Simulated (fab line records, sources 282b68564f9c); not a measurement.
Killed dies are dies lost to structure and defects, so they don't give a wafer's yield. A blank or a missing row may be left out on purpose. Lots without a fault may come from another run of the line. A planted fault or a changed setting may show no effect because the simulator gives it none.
Which tool did it? | flow rit_cmos | 14 lots, 42 wafers sampled, at 2 steps of a route of 202

WHAT THE GAUGES READ, wafer by wafer
RIT_GATE_THK_MEAS_09. Usual: GATE_POLY_THK 243.3 nm, standard deviation 2.1.
lot  | measured    | on            | GATE_POLY_THK (nm) | flag
L180 | day 2 13:37 | film_metro-04 | 244.0 245.0 245.1  |
L181 | day 2 15:59 | film_metro-01 | 240.5 241.7 240.2  |
L184 | day 3 07:57 | film_metro-01 | 246.0 246.0 245.4  |
L185 | day 3 14:35 | film_metro-03 | 243.3 245.1 244.1  |
L186 | day 3 19:08 | film_metro-01 | 240.7 243.3 241.1  |
L188 | day 4 04:19 | film_metro-01 | 238.8 240.5 240.6  |
L190 | day 4 15:56 | film_metro-01 | 246.8 245.6 246.0  |
L191 | day 4 18:47 | film_metro-04 | 242.8 241.9 244.6  |
L192 | day 4 23:58 | film_metro-01 | 243.6 245.6 243.5  |
L193 | day 5 05:53 | film_metro-04 | 244.3 246.9 244.3  |
L194 | day 5 10:25 | film_metro-03 | 242.2 242.7 246.2  |
L198 | day 6 06:52 | film_metro-01 | 120.4 119.9 119.1  | OFF
L202 | day 7 02:20 | film_metro-01 | 120.1 121.9 119.7  | OFF
L203 | day 7 06:40 | film_metro-03 | 242.3 239.6 239.2  |

WHICH TOOL RAN EACH LOT (tool, then ch and the chambers of the sampled wafers, then the start)
lot  | RIT_GATE_CVD_08
L180 | lpcvd-02 ch 0, day 2 11:10
L181 | lpcvd-01 ch 0, day 2 14:21
L184 | lpcvd-01 ch 1, day 3 06:18
L185 | lpcvd-02 ch 1, day 3 12:09
L186 | lpcvd-02 ch 0, day 3 16:42
L188 | lpcvd-01 ch 0, day 4 01:53
L190 | lpcvd-02 ch 0, day 4 13:31
L191 | lpcvd-02 ch 0, day 4 16:22
L192 | lpcvd-01 ch 1, day 4 22:20
L193 | lpcvd-02 ch 1, day 5 03:28
L194 | lpcvd-01 ch 0, day 5 07:58
L198 | lpcvd-01 ch 0, day 6 05:14
L202 | lpcvd-01 ch 0, day 7 00:41
L203 | lpcvd-02 ch 1, day 7 05:02
- RIT_GATE_CVD_08: deposits poly-Si from SiH4, target thk 250 nm, time 2157 s.

WHAT THE TOOLS THEMSELVES READ (means of the sampled wafers that have a number; where no wafer has one, the mark that the record gives instead)
RIT_GATE_CVD_08. Usual: sih4_flow_sccm 100.03 sccm, standard deviation 0.25; spike_tc_centre_C 611.5 C, standard deviation 1.2; spike_tc_load_C 629.5 C, standard deviation 1.6.
lot  | tool     | sih4_flow_sccm (sccm) | spike_tc_centre_C (C) | spike_tc_load_C (C) | flag
L180 | lpcvd-02 | 99.67                 | 609.9                 | 629.2               |
L181 | lpcvd-01 | 99.90                 | 612.9                 | 626.8               |
L184 | lpcvd-01 | 100.27                | 611.1                 | 630.9               |
L185 | lpcvd-02 | 100.19                | 612.8                 | 630.0               |
L186 | lpcvd-02 | 100.15                | 611.2                 | 629.8               |
L188 | lpcvd-01 | 100.17                | 613.0                 | 627.8               |
L190 | lpcvd-02 | 99.97                 | 610.4                 | 629.5               |
L191 | lpcvd-02 | 100.00                | 609.9                 | 630.4               |
L192 | lpcvd-01 | 100.12                | 611.3                 | 630.4               |
L193 | lpcvd-02 | 99.88                 | 611.9                 | 631.4               |
L194 | lpcvd-01 | 100.16                | 612.1                 | 628.1               |
L198 | lpcvd-01 | 49.77                 | 612.7                 | 626.9               | OFF
L202 | lpcvd-01 | 49.93                 | 612.1                 | 626.6               | OFF
L203 | lpcvd-02 | 99.93                 | 611.5                 | 629.6               |

THE ANSWER, worked out from the rows above alone
Rule: a lot is off if the mean of its wafers that have a number lies more than 3 standard deviations from the usual mean. A lot without any number at a reading at which 4 lots or more have one is off too. The other lots that the step has rows for count as sound. The gauges are gone through in route order, then the tools' own readings, and for those a lot's mean is taken as printed above. The first step at which some lot is off is used, and at that step the reading that is off furthest; a lot without a number counts as furthest.
Off: L198, L202, at RIT_GATE_THK_MEAS_09 (GATE_POLY_THK).
A tool fits if, at a process step before that reading, it ran every lot that is off, and no sound lot after the first of them. The gauges at RIT_GATE_THK_MEAS_09 aren't tried: what is off there is off at RIT_GATE_CVD_08 too, on other tools, and a gauge's error can't cause that. One fits: lpcvd-01 at RIT_GATE_CVD_08. Its last sound lot is L194 (day 5 07:58), its first lot that is off L198 (day 6 05:14): a fault that began between those two fits.
The tool's own readings at RIT_GATE_CVD_08 bear it out: on the lots that are off they differ by more than 5 times the standard deviation of the sound lots' means. sih4_flow_sccm reads 49.85 sccm there against 100.03 sccm on the sound lots.

WHAT THE SIMULATOR HAD PUT IN
Process parameter drift: lpcvd-01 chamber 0, from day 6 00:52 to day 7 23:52, at RIT_GATE_CVD_08. Setting sih4_flow_sccm, moved by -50, from 100.
Lots struck among those shown: L198, L202. The rule above found the same.
